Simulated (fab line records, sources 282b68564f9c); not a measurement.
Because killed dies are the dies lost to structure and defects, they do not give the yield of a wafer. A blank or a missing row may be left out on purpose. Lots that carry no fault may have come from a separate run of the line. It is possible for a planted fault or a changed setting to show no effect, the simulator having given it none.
Which tool is to blame? | flow rit cmos | Sampling: 15 lots, 45 wafers, 2 of 202 route steps

WHAT THE GAUGES SHOWED, per wafer
The record lacks any reading of a measuring or inspecting step that a usual standard deviation could be used to judge.

WHICH TOOL RAN EACH LOT (tool, then ch and the chambers of the sampled wafers, then the start)
lot  | RIT_SILICIDE_WET_ETCH_05       | RIT_M1_PROBE_99
L323 | wet bench-02 ch 0, day 3 16:10 | -
L324 | wet bench-04 ch 2, day 3 19:47 | -
L327 | wet bench-04 ch 3, day 4 10:56 | -
L329 | wet bench-02 ch 3, day 4 18:37 | prober-02, day 5 01:14
L328 | wet bench-04 ch 3, day 4 20:29 | prober-01, day 5 02:58
L330 | wet bench-04 ch 2, day 4 23:42 | prober-02, day 5 06:13
L335 | wet bench-01 ch 0, day 6 00:23 | -
L336 | wet bench-04 ch 2, day 6 06:52 | -
L338 | wet bench-02 ch 2, day 6 12:49 | -
L339 | wet bench-02 ch 3, day 6 23:13 | -
L340 | wet bench-01 ch 2, day 7 07:08 | -
L342 | wet bench-04 ch 2, day 7 13:32 | -
L343 | wet bench-04 ch 2, day 7 16:56 | -
L344 | wet bench-02 ch 3, day 7 21:51 | -
L345 | wet bench-01 ch 1, day 8 03:44 | -
- RIT_SILICIDE_WET_ETCH_05: etches Ti in SPM, time 120 s.
- RIT_M1_PROBE_99

AS READ BY THE TOOLS THEMSELVES (means over the sampled wafers that have a number; for cases with no such wafer, the mark the record gives instead)
RIT_SILICIDE_WET_ETCH_05. Usual: bath guard temp C 89.9 C, standard deviation 0.56; bath heat duty pct 13.3 %, standard deviation 1.4.
lot  | tool         | bath guard temp C (C) | bath heat duty pct (%) | flag
L323 | wet bench-02 | 88.5                  | 12.2                   |
L324 | wet bench-04 | 90.3                  | 13.7                   |
L327 | wet bench-04 | 90.1                  | 12.8                   |
L329 | wet bench-02 | -                     | -                      | OFF
L328 | wet bench-04 | -                     | -                      | OFF
L330 | wet bench-04 | -                     | -                      | OFF
L335 | wet bench-01 | 89.7                  | 12.4                   |
L336 | wet bench-04 | 90.3                  | 13.1                   |
L338 | wet bench-02 | 90.2                  | 11.7                   |
L339 | wet bench-02 | 90.5                  | 14.4                   |
L340 | wet bench-01 | 89.8                  | 16.5                   |
L342 | wet bench-04 | 90.4                  | 13.0                   |
L343 | wet bench-04 | 90.4                  | 12.9                   |
L344 | wet bench-02 | 90.4                  | 15.2                   |
L345 | wet bench-01 | 89.1                  | 15.1                   |

RIT_M1_PROBE_99. Usual: killed at contacts 0.1, standard deviation 0.25; killed at front end 6.8, standard deviation 2.9; killed dies 6.9, standard deviation 2.9; killed on rim 1.7, standard deviation 1.3; killed open 3.3, standard deviation 1.9; killed short 3.6, standard deviation 1.9.
lot  | tool      | killed at contacts | killed at front end | killed dies | killed on rim | killed open | killed short | flag
L329 | prober-02 | 0.0                | 264.0               | 264.0       | 70.0          | 4.3         | 5.0          | OFF
L328 | prober-01 | 0.0                | 264.0               | 264.0       | 70.0          | 2.3         | 2.3          | OFF
L330 | prober-02 | 0.0                | 264.0               | 264.0       | 70.0          | 1.7         | 3.0          | OFF

THE ANSWER, worked out from the rows above alone
Rule: a lot counts as off when the mean over its wafers that have a number is more than 3 standard deviations away from the usual mean. Also off: a lot with no number at a reading for which 4 or more lots have one. All remaining lots with rows at the step are treated as sound. First the gauges in route order, then the tools' own readings, where a lot's mean is used as printed above. The first step at which some lot is off is used, and at that step the reading that is off furthest; a lot without a number counts as furthest.
Off at RIT_SILICIDE_WET_ETCH_05 (bath guard temp C): L329, L328, L330. Without a number there: L329, L328, L330.
A tool fits if, at that step or a process step before it, it ran every lot that is off, and no sound lot after the first of them. Not one of the candidates tried fits.

WHAT THE SIMULATOR HAD PUT IN
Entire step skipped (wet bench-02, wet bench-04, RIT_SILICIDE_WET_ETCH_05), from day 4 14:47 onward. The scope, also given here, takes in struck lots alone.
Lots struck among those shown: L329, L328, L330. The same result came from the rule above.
